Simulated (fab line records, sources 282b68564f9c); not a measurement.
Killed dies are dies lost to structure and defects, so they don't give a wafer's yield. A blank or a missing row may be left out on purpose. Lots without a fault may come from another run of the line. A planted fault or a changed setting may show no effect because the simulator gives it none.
fab line records | flow rit_cmos | part 2 of 2: steps 26 to 36 of 36
record lots=5 wafers=15 last_day=6
route steps=202 shown NLDD@160 SILICIDE@161 CONTACT@168 M1@184
lots that met no fault: from a run of the same line without faults
start_h: hours from the record's first day to the start of the lot's first wafer shown | wait_h: hours since the lot's step before | " the same as in the row above | L1.1+2: a row that stands for several wafers | - no value, or no start given | * or withheld: withheld | < > ~ a bound
route shown NAME@n: a module of which the file shows steps, and the number in the route of the first | usual: mean/standard deviation of fault-free wafers | same: alike in all rows | chamber/n: place in a boat | sites: the reading at each site | _std_site: their standard deviation | _edge_site: outer sites' mean less inner sites' | radius_mm: how far each site lies from the wafer's centre | mask NAME#n: copy n | behind: the tool/chamber that last shaped the wafer | hold: why the lot was held/for how many hours/how that ended | device: the transistor (n, p or np) that didn't switch | end of line: the same wafers' tests at the end of the route | a step without rows: its recipe alone | killed: dies lost to structure and defects at the first sort, not the wafer's yield | map: a wafer's dies, x killed, . not, _ none there
set.NAME: the setting as run; set.NAME@STEP: as run at that earlier step | model.NAME: the simulator's own value behind a step, which no gauge read
lots at some steps of the route; a table a step, a row a wafer
services: from which hour (start_h, from the record's first day; less than 0 if before it) a tool's chamber was out of use, for how many hours, and why
## steps
# step RIT_M1_RS_MEAS_01
# recipe thk_meas_gauge=four-point-probe reads=Al_of_M1_SPUTTER_00
# usual M1_AL_RS=0.0734/0.00091
# columns lot.wafer tool chamber start_h wait_h M1_AL_RS[ohm/sq]
L075.1 film_metro-02 - 62.43 0.1 0.0733
L075.2 " - " " 0.0730
L075.5 " - " " 0.0727
L077.1 film_metro-02 - 70.19 0.1 0.0718
L077.2 " - " " 0.0732
L077.6 " - " " 0.0722
L088.1 film_metro-01 - 129.00 0.1 0.0730
L088.4 " - " " 0.0724
L088.5 " - " " 0.0726
L089.1 film_metro-03 - 130.79 0.1 0.0736
L089.2 " - " " 0.0715
L089.6 " - " " 0.0716
L091.1 film_metro-03 - 143.43 0.1 0.0728
L091.2 " - " " 0.0718
L091.6 " - " " 0.0724
# step RIT_M1_THK_MEAS_02
# recipe thk_meas_gauge=xrf reads=Al_of_M1_SPUTTER_00
# usual M1_AL_THK=400/5.4
# columns lot.wafer tool chamber start_h wait_h M1_AL_THK[nm]
L075.1 film_metro-02 - 62.55 0.1 401
L075.2 " - " " 400
L075.5 " - " " 403
L077.1 film_metro-02 - 70.31 0.1 408
L077.2 " - " " 399
L077.6 " - " " 407
L088.1 film_metro-01 - 129.12 0.1 404
L088.4 " - " " 407
L088.5 " - " " 407
L089.1 film_metro-03 - 130.91 0.1 401
L089.2 " - " " 411
L089.6 " - " " 410
L091.1 film_metro-03 - 143.55 0.1 404
L091.2 " - " " 409
L091.6 " - " " 407
# step RIT_M1_HMDS_03
# recipe prime_time_s=60 prime_temp_c=140
# usual exhaust_pa=45.1/0.92
# columns lot.wafer tool chamber start_h wait_h exhaust_pa
L075.1 litho_track-01 0 62.61 0.1 45.8
L075.2 " 0 " " 45.1
L075.5 " 0 " " 44.8
L077.1 litho_track-01 0 70.37 0.1 46.2
L077.2 " 0 " " 45.7
L077.6 " 0 " " 46.9
L088.1 litho_track-01 0 129.29 0.2 43.9
L088.4 " 0 " " 43.9
L088.5 " 0 " " 44.7
L089.1 litho_track-01 0 130.97 0.1 46.0
L089.2 " 0 " " 45.4
L089.6 " 0 " " 46.3
L091.1 litho_track-02 0 143.61 0.1 45.1
L091.2 " 0 " " 44.8
L091.6 " 0 " " 44.7
# step RIT_M1_COAT_04
# recipe resist=NOVOLAK spin_rpm=2000 resist_thk_nm=1300
# usual exhaust_pa=44.9/0.98
# columns lot.wafer tool chamber start_h wait_h exhaust_pa
L075.1 litho_track-01 0 62.76 0.1 46.2
L075.2 " 0 " " 47.7
L075.5 " 0 " " 46.5
L077.1 litho_track-01 0 70.52 0.1 44.2
L077.2 " 0 " " 46.0
L077.6 " 0 " " 43.0
L088.1 litho_track-01 0 129.44 0.1 43.3
L088.4 " 0 " " 42.1
L088.5 " 0 " " 43.8
L089.1 litho_track-01 0 131.12 0.1 44.1
L089.2 " 0 " " 45.1
L089.6 " 0 " " 44.5
L091.1 litho_track-02 0 143.76 0.1 44.7
L091.2 " 0 " " 44.6
L091.6 " 0 " " 44.8
# step RIT_M1_SOFTBAKE_05
# recipe resist=NOVOLAK temp_c=90 time_s=60
# usual exhaust_pa=45.0/0.91
# columns lot.wafer tool chamber start_h wait_h exhaust_pa
L075.1 litho_track-01 0 62.91 0.1 44.6
L075.2 " 0 " " 44.0
L075.5 " 0 " " 44.9
L077.1 litho_track-01 0 70.67 0.1 44.8
L077.2 " 0 " " 46.0
L077.6 " 0 " " 45.5
L088.1 litho_track-01 0 129.59 0.1 44.4
L088.4 " 0 " " 44.5
L088.5 " 0 " " 45.0
L089.1 litho_track-01 0 131.27 0.1 45.0
L089.2 " 0 " " 44.4
L089.6 " 0 " " 44.6
L091.1 litho_track-02 0 143.91 0.1 44.9
L091.2 " 0 " " 44.5
L091.6 " 0 " " 45.5
# step RIT_M1_EXPOSE_06
# recipe mask_id=M12 na=0.6 source_shape=conventional sigma_outer=0.5 target_cd_nm=2600 dose_mj=250
# columns lot.wafer tool chamber start_h wait_h mask
L075.1+2+5 iline_stepper-02 0 63.18 0.2 M12#0
L077.1+2+6 iline_stepper-02 0 70.82 0.1 M12#0
L088.1+4+5 iline_stepper-02 0 129.86 0.2 M12#0
L089.1+2+6 iline_stepper-01 0 131.54 0.2 M12#0
L091.1+2+6 iline_stepper-02 0 144.06 0.1 M12#0
# step RIT_M1_PEB_07
# recipe resist=NOVOLAK temp_c=withheld time_s=withheld
# usual exhaust_pa=44.9/0.74
# columns lot.wafer tool chamber start_h wait_h exhaust_pa
L075.1 litho_track-04 0 63.30 0.1 44.9
L075.2 " 0 " " 44.4
L075.5 " 0 " " 45.6
L077.1 litho_track-04 0 70.94 0.1 45.2
L077.2 " 0 " " 44.5
L077.6 " 0 " " 46.7
L088.1 litho_track-01 0 129.99 0.1 43.6
L088.4 " 0 " " 44.7
L088.5 " 0 " " 44.9
L089.1 litho_track-04 0 131.66 0.1 44.6
L089.2 " 0 " " 46.6
L089.6 " 0 " " 45.3
L091.1 litho_track-02 0 144.17 0.1 44.9
L091.2 " 0 " " 44.8
L091.6 " 0 " " 45.8
# step RIT_M1_DEVELOP_08
# recipe resist=NOVOLAK develop_time_s=68 dev_temp_c=23
# usual exhaust_pa=45.2/0.88
# columns lot.wafer tool chamber start_h wait_h exhaust_pa
L075.1 litho_track-04 0 - - 44.7
L075.2 " 0 " " 44.4
L075.5 " 0 " " 44.6
L077.1 litho_track-04 0 - - 46.0
L077.2 " 0 " " 46.1
L077.6 " 0 " " 45.4
L088.1 litho_track-01 0 - - 46.8
L088.4 " 0 " " 46.8
L088.5 " 0 " " 45.0
L089.1 litho_track-04 0 - - 44.9
L089.2 " 0 " " 44.9
L089.6 " 0 " " 45.0
L091.1 litho_track-02 0 - - 45.8
L091.2 " 0 " " 45.6
L091.6 " 0 " " 45.3
# step RIT_M1_CD_MEAS_09
# recipe target_cd_nm=2600
# usual cd_nm=2600.3/2.1
# columns lot.wafer tool chamber start_h wait_h cd_nm
L075.1 cd_sem-01 - 63.61 - 2598.5
L075.2 " - " " 2599.6
L075.5 " - " " 2600.1
L077.1 cd_sem-01 - 71.29 - 2605.3
L077.2 " - " " 2604.8
L077.6 " - " " 2605.4
L088.1 cd_sem-01 - 130.30 - 2600.7
L088.4 " - " " 2599.7
L088.5 " - " " 2600.9
L089.1 cd_sem-01 - 131.97 - 2598.2
L089.2 " - " " 2598.7
L089.6 " - " " 2597.6
L091.1 cd_sem-01 - 144.49 - 2600.9
L091.2 " - " " 2601.8
L091.6 " - " " 2599.8
# step RIT_M1_OVL_MEAS_10
# usual M1_OVL=-0.9/1.5
# columns lot.wafer tool chamber start_h wait_h M1_OVL[nm]
L075.1 overlay-02 - 63.73 0.1 -3.9
L075.2 " - " " -2.5
L075.5 " - " " -1.3
L077.1 overlay-02 - 71.41 0.1 -4.0
L077.2 " - " " -2.1
L077.6 " - " " -2.8
L088.1 overlay-01 - 130.42 0.1 -0.8
L088.4 " - " " -2.1
L088.5 " - " " 1.7
L089.1 overlay-02 - 132.09 0.1 -0.4
L089.2 " - " " -0.1
L089.6 " - " " -1.1
L091.1 overlay-01 - 144.61 0.1 -2.3
L091.2 " - " " 0.0
L091.6 " - " " -0.2
# step RIT_M1_HARDBAKE_11
# recipe resist=NOVOLAK temp_c=140 time_s=120
# usual exhaust_pa=45.0/0.87
# columns lot.wafer tool chamber start_h wait_h exhaust_pa
L075.1 litho_track-01 0 63.87 0.1 44.9
L075.2 " 0 " " 42.4
L075.5 " 0 " " 44.0
L077.1 litho_track-01 0 71.44 0.0 45.3
L077.2 " 0 " " 45.8
L077.6 " 0 " " 44.7
L088.1 litho_track-01 0 130.46 0.0 45.1
L088.4 " 0 " " 44.8
L088.5 " 0 " " 42.9
L089.1 litho_track-01 0 132.13 0.0 45.2
L089.2 " 0 " " 45.4
L089.6 " 0 " " 42.8
L091.1 litho_track-01 0 144.64 0.0 44.5
L091.2 " 0 " " 44.7
L091.6 " 0 " " 45.2
## services
# columns tool chamber start_h hours kind
pvd_sputter-03 - 47.64 9.1 repair
wet_bench-02 - 49.74 1.7 repair
pvd_sputter-01 - 66.86 2.0 repair
rie_diel-01 - 70.58 2.8 pm
rie_diel-01 3 79.01 14.1 repair
plasma_asher-02 - 79.75 1.5 repair
plasma_asher-03 - 80.05 2.8 pm
iline_stepper-01 0 81.80 - calibration
pecvd-02 - 90.96 2.8 pm
iline_stepper-02 - 141.08 2.1 pm
iline_stepper-02 - 143.16 - consumable_replace:lamp
